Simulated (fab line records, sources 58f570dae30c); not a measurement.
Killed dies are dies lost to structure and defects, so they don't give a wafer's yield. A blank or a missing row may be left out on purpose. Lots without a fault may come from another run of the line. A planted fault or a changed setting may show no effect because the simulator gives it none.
Which tool did it? | flow berkeley_cmos170 | 24 lots, 72 wafers sampled, at 6 steps of a route of 331

WHAT THE GAUGES READ, wafer by wafer
UCB170_START_THK_MEAS_03. Usual: START_OXIDE_THK 20.0 nm, standard deviation 0.37.
lot  | measured    | on            | START_OXIDE_THK (nm) | flag
L074 | day 1 13:57 | film_metro-01 | 19.9 19.9 19.6       |
L075 | day 1 19:25 | film_metro-01 | 20.5 20.4 20.3       |
L076 | day 2 01:16 | film_metro-02 | 20.3 20.6 20.7       |
L077 | day 2 06:02 | film_metro-02 | 19.9 19.8 19.6       |
L078 | day 2 12:32 | film_metro-03 | 19.8 20.0 20.3       |
L079 | day 2 15:17 | film_metro-01 | 20.4 20.0 20.1       |
L080 | day 2 20:26 | film_metro-03 | 19.9 19.8 19.8       |
L081 | day 2 23:12 | film_metro-01 | 20.2 19.9 19.9       |
L082 | day 3 08:01 | film_metro-01 | 20.9 20.9 20.6       |
L083 | day 3 12:34 | film_metro-02 | 20.2 19.7 19.7       |
L084 | day 3 16:35 | film_metro-01 | 20.4 20.5 20.5       |
L085 | day 3 23:41 | film_metro-03 | 19.7 19.5 19.9       |
L086 | day 3 23:41 | film_metro-02 | 20.0 19.9 19.8       |
L087 | day 4 07:55 | film_metro-02 | 20.0 19.9 20.3       |
L088 | day 4 12:55 | film_metro-03 | 19.9 20.3 20.0       |
L089 | day 4 19:21 | film_metro-01 | 20.4 20.3 20.1       |
L090 | day 4 22:09 | film_metro-01 | 19.7 19.8 19.2       |
L091 | day 5 02:23 | film_metro-03 | 19.0 19.3 19.5       |
L092 | day 5 08:02 | film_metro-02 | 19.6 19.8 19.4       |
L093 | day 5 12:38 | film_metro-03 | 20.4 20.4 20.3       |
L094 | day 5 18:44 | film_metro-01 | 20.0 19.9 19.8       |
L095 | day 5 23:40 | film_metro-02 | 20.1 20.4 20.3       |
L096 | day 6 04:57 | film_metro-02 | 20.1 20.3 19.9       |
L097 | day 6 10:45 | film_metro-01 | 20.1 20.0 20.6       |

UCB170_ACTIVE_CD_MEAS_13: target cd 1200 nm. Usual: cd_nm 1200.7 nm, standard deviation 1.6.
lot  | measured    | on        | cd_nm (nm)           | flag
L074 | day 4 09:01 | cd_sem-02 | 1199.7 1199.7 1200.2 |
L075 | day 4 12:02 | cd_sem-02 | 1201.9 1199.8 1199.4 |
L076 | day 4 12:34 | cd_sem-01 | 1204.4 1205.4 1203.9 |
L077 | day 4 23:33 | cd_sem-02 | 1202.0 1202.3 1202.9 |
L078 | day 5 06:15 | cd_sem-01 | 1199.2 1200.2 1199.0 |
L079 | day 5 06:13 | cd_sem-02 | 1201.4 1201.6 1199.9 |
L080 | day 5 10:28 | cd_sem-01 | 1200.8 1201.2 1200.1 |
L081 | day 5 10:11 | cd_sem-01 | 1200.5 1200.5 1200.8 |
L082 | day 6 02:32 | cd_sem-02 | 1201.0 1202.3 1201.0 |
L083 | day 6 12:10 | cd_sem-02 | 1200.7 1200.8 1201.5 |
L084 | day 6 11:33 | cd_sem-01 | 1197.7 1196.2 1196.7 |
L085 | day 6 11:56 | cd_sem-02 | 1200.1 1198.9 1201.0 |
L086 | day 6 12:07 | cd_sem-01 | 1200.9 1199.7 1198.7 |
L087 | day 6 23:09 | cd_sem-01 | 1201.5 1200.6 1199.4 |
L088 | day 7 06:40 | cd_sem-02 | 1198.8 1200.1 1199.5 |
L089 | day 7 06:09 | cd_sem-01 | 1200.6 1200.7 1199.9 |
L090 | day 7 16:51 | cd_sem-02 | 1203.1 1202.8 1203.7 |
L091 | day 7 17:08 | cd_sem-01 | 1198.6 1199.4 1199.3 |
L092 | day 8 00:11 | cd_sem-02 | 1200.6 1200.3 1201.0 |
L093 | day 8 00:25 | cd_sem-02 | 1200.3 1200.7 1201.1 |
L094 | day 8 12:14 | cd_sem-02 | 1202.2 1201.8 1201.9 |
L095 | day 8 12:05 | cd_sem-01 | 1201.0 1200.8 1199.0 |
L096 | day 8 12:00 | cd_sem-02 | 1200.5 1200.2 1201.0 |
L097 | day 9 01:26 | cd_sem-02 | 1201.5 1200.5 1202.4 |

UCB170_PFIELD_OVL_MEAS_06. Usual: PFIELD_OVL 0 nm, standard deviation 5.6.
lot  | measured    | on         | PFIELD_OVL (nm) | flag
L074 | day 4 11:20 | overlay-02 | -10 -11 -6      |
L075 | day 4 13:47 | overlay-01 | 4 8 1           |
L076 | day 4 14:13 | overlay-01 | -8 3 -5         |
L077 | day 5 01:20 | overlay-01 | 0 5 11          |
L078 | day 5 08:58 | overlay-01 | 3 1 -1          |
L079 | day 5 08:51 | overlay-02 | 0 7 9           |
L080 | day 5 13:17 | overlay-01 | 13 0 9          |
L081 | day 5 13:00 | overlay-02 | 4 5 -7          |
L082 | day 6 04:36 | overlay-01 | 6 10 -2         |
L083 | day 6 14:42 | overlay-02 | -5 9 8          |
L084 | day 6 13:22 | overlay-01 | -5 8 -5         |
L085 | day 6 14:55 | overlay-02 | 5 3 -3          |
L086 | day 6 14:22 | overlay-01 | -5 -11 -6       |
L087 | day 7 02:45 | overlay-02 | 0 9 1           |
L088 | day 7 08:14 | overlay-01 | 7 -4 6          |
L089 | day 7 07:58 | overlay-01 | 3 -2 -6         |
L090 | day 7 19:47 | overlay-02 | 3 1 -2          |
L091 | day 7 20:04 | overlay-01 | -3 1 5          |
L092 | day 8 02:01 | overlay-01 | -1 -6 -7        |
L093 | day 8 02:07 | overlay-02 | -3 4 -2         |
L094 | day 8 15:28 | overlay-01 | -2 -12 -1       |
L095 | day 8 15:33 | overlay-02 | -6 -14 -10      |
L096 | day 8 15:44 | overlay-01 | -2 -2 -1        |
L097 | day 9 03:26 | overlay-02 | 2 8 3           |

UCB170_GATE_THK_MEAS_05. Usual: GATE_POLY_THK 214.4 nm, standard deviation 2.3.
lot  | measured     | on            | GATE_POLY_THK (nm) | flag
L074 | day 6 04:50  | film_metro-01 | 211.0 211.4 211.1  |
L075 | day 6 04:50  | film_metro-02 | 214.0 213.8 212.9  |
L076 | day 6 04:50  | film_metro-04 | 217.3 216.4 214.5  |
L077 | day 6 13:38  | film_metro-02 | 214.9 215.8 215.1  |
L078 | day 6 22:41  | film_metro-04 | 210.4 211.8 211.8  |
L079 | day 6 22:41  | film_metro-02 | 214.5 215.5 214.5  |
L080 | day 7 05:53  | film_metro-04 | 213.6 212.6 212.8  |
L081 | day 7 05:52  | film_metro-02 | 216.9 216.1 216.4  |
L082 | day 7 23:22  | film_metro-01 | 218.8 216.5 217.9  |
L083 | day 8 04:10  | film_metro-01 | 217.3 217.0 217.8  |
L084 | day 8 04:13  | film_metro-04 | 213.1 214.1 213.8  |
L085 | day 8 04:10  | film_metro-04 | 213.0 214.9 213.1  |
L086 | day 8 04:10  | film_metro-02 | 216.2 217.9 218.1  |
L087 | day 8 22:38  | film_metro-04 | 213.2 212.7 213.2  |
L088 | day 9 05:35  | film_metro-01 | 214.9 214.5 213.5  |
L089 | day 9 05:35  | film_metro-02 | 212.8 213.2 213.3  |
L090 | day 9 14:08  | film_metro-01 | 215.8 215.9 215.9  |
L091 | day 9 14:08  | film_metro-04 | 215.7 218.1 216.1  |
L092 | day 9 18:38  | film_metro-02 | 212.0 211.9 211.6  |
L093 | day 9 18:38  | film_metro-01 | 209.7 209.4 212.5  |
L094 | day 10 10:34 | film_metro-02 | 215.7 215.1 215.2  |
L095 | day 10 10:34 | film_metro-01 | 215.0 214.0 214.4  |
L096 | day 10 10:34 | film_metro-04 | 214.2 215.7 213.1  |
L097 | day 10 17:12 | film_metro-04 | 214.3 213.3 213.7  |

UCB170_V1_CD_MEAS_12: target cd 700 nm. Usual: cd_nm 699.3 nm, standard deviation 1.3.
lot  | measured     | on        | cd_nm (nm)        | flag
L074 | day 7 11:17  | cd_sem-01 | 700.9 700.5 701.2 |
L075 | day 7 12:04  | cd_sem-02 | 698.8 699.2 697.6 |
L076 | day 7 11:47  | cd_sem-01 | 697.4 697.0 697.1 |
L077 | day 7 20:20  | cd_sem-02 | 701.6 701.4 700.1 |
L078 | day 8 05:48  | cd_sem-01 | 698.7 698.3 699.6 |
L079 | day 8 06:07  | cd_sem-02 | 698.3 699.1 700.1 |
L080 | day 8 15:03  | cd_sem-01 | 698.4 700.1 697.8 |
L081 | day 8 14:59  | cd_sem-02 | 696.1 697.3 696.7 |
L082 | day 9 03:24  | cd_sem-01 | 699.3 698.2 697.9 |
L083 | day 9 09:49  | cd_sem-01 | 699.4 699.8 699.4 |
L084 | day 9 09:12  | cd_sem-02 | 699.2 698.5 697.1 |
L085 | day 9 09:35  | cd_sem-01 | 698.1 699.9 697.9 |
L086 | day 9 06:43  | cd_sem-01 | 700.2 700.8 699.7 |
L087 | day 10 08:25 | cd_sem-01 | 699.5 701.0 701.7 |
L088 | day 10 13:12 | cd_sem-02 | 699.1 698.6 699.1 |
L089 | day 10 08:43 | cd_sem-01 | 699.6 699.8 698.9 |
L090 | day 10 18:21 | cd_sem-02 | 701.2 699.5 701.3 |
L091 | day 10 18:54 | cd_sem-01 | 697.2 698.5 698.2 |
L092 | day 10 23:56 | cd_sem-02 | 699.7 699.5 699.7 |
L093 | day 11 00:07 | cd_sem-02 | 699.7 699.4 698.9 |
L094 | day 11 19:40 | cd_sem-01 | 698.3 698.3 698.0 |
L095 | day 11 19:22 | cd_sem-02 | 699.0 699.4 700.5 |
L096 | day 11 19:23 | cd_sem-01 | 700.5 700.7 701.0 |
L097 | day 11 23:53 | cd_sem-01 | 701.9 700.3 701.0 |

WHICH TOOL RAN EACH LOT (tool, then ch and the chambers of the sampled wafers, then the start)
lot  | UCB170_NVT_STRIP_08
L074 | plasma_asher-04 ch 0,1, day 5 14:22
L075 | plasma_asher-03 ch 0,1, day 5 14:25
L076 | plasma_asher-04 ch 0,1, day 5 14:41
L077 | plasma_asher-03 ch 0,1, day 6 02:59
L078 | plasma_asher-02 ch 0,1, day 6 11:49
L079 | plasma_asher-03 ch 0, day 6 11:59
L080 | plasma_asher-04 ch 0,1, day 6 17:46
L081 | plasma_asher-03 ch 0,1, day 6 17:53
L082 | plasma_asher-04 ch 0,1, day 7 09:41
L083 | plasma_asher-04 ch 0,1, day 7 15:55
L084 | plasma_asher-02 ch 0,1, day 7 16:25
L085 | plasma_asher-04 ch 0,1, day 7 16:22
L086 | plasma_asher-02 ch 0,1, day 7 16:08
L087 | plasma_asher-04 ch 0,1, day 8 10:29
L088 | plasma_asher-02 ch 0,1, day 8 16:11
L089 | plasma_asher-04 ch 0,1, day 8 15:55
L090 | plasma_asher-03 ch 0,1, day 8 22:32
L091 | plasma_asher-02 ch 0,1, day 8 22:31
L092 | plasma_asher-04 ch 0,1, day 9 04:40
L093 | plasma_asher-02 ch 0,1, day 9 04:54
L094 | plasma_asher-04 ch 0,1, day 9 20:16
L095 | plasma_asher-03 ch 0,1, day 9 20:22
L096 | plasma_asher-02 ch 0,1, day 9 20:30
L097 | plasma_asher-03 ch 0,1, day 10 02:55
- UCB170_NVT_STRIP_08: strips in O2.

WHAT THE TOOLS THEMSELVES READ (means of the sampled wafers that have a number; where no wafer has one, the mark that the record gives instead)
UCB170_NVT_STRIP_08. Usual: drypump_motor_current_A 5.75 A, standard deviation 0.15; oes_product_au 0.735 a.u., standard deviation 0.0044; strip_time_to_endpoint_s 21.65 s, standard deviation 0.063.
lot  | tool            | drypump_motor_current_A (A) | oes_product_au (a.u.) | strip_time_to_endpoint_s (s) | flag
L074 | plasma_asher-04 | 5.84                        | 0.732                 | 21.78                        |
L075 | plasma_asher-03 | 5.61                        | 0.733                 | 21.83                        |
L076 | plasma_asher-04 | 5.89                        | 0.734                 | 21.65                        |
L077 | plasma_asher-03 | 5.72                        | 0.732                 | 21.67                        |
L078 | plasma_asher-02 | 5.67                        | 0.738                 | 21.65                        |
L079 | plasma_asher-03 | 5.84                        | 0.737                 | 21.63                        |
L080 | plasma_asher-04 | 5.90                        | 0.732                 | 21.73                        |
L081 | plasma_asher-03 | 5.70                        | 0.737                 | 21.63                        |
L082 | plasma_asher-04 | 5.82                        | 0.735                 | 21.67                        |
L083 | plasma_asher-04 | 5.90                        | 0.734                 | 21.57                        |
L084 | plasma_asher-02 | 5.74                        | 0.733                 | 21.63                        |
L085 | plasma_asher-04 | 5.88                        | 0.733                 | 21.67                        |
L086 | plasma_asher-02 | 5.74                        | 0.732                 | 21.57                        |
L087 | plasma_asher-04 | 5.87                        | 0.736                 | 21.70                        |
L088 | plasma_asher-02 | 5.75                        | 0.740                 | 21.61                        |
L089 | plasma_asher-04 | 5.91                        | 0.735                 | 21.55                        |
L090 | plasma_asher-03 | 5.73                        | 0.733                 | 21.60                        |
L091 | plasma_asher-02 | 5.71                        | 0.730                 | 21.69                        |
L092 | plasma_asher-04 | 5.82                        | 0.734                 | 21.67                        |
L093 | plasma_asher-02 | 5.67                        | 0.733                 | 21.69                        |
L094 | plasma_asher-04 | 5.80                        | 0.736                 | 21.62                        |
L095 | plasma_asher-03 | 5.60                        | 0.734                 | 21.69                        |
L096 | plasma_asher-02 | 5.73                        | 0.735                 | 21.67                        |
L097 | plasma_asher-03 | 5.71                        | 0.739                 | 21.62                        |

THE ANSWER, worked out from the rows above alone
Rule: a lot is off if the mean of its wafers that have a number lies more than 3 standard deviations from the usual mean. A lot without any number at a reading at which 4 lots or more have one is off too. The other lots that the step has rows for count as sound. The gauges are gone through in route order, then the tools' own readings, and for those a lot's mean is taken as printed above. The first step at which some lot is off is used, and at that step the reading that is off furthest; a lot without a number counts as furthest.
No lot is off at any reading shown: from this, nothing can be told.

WHAT THE SIMULATOR HAD PUT IN
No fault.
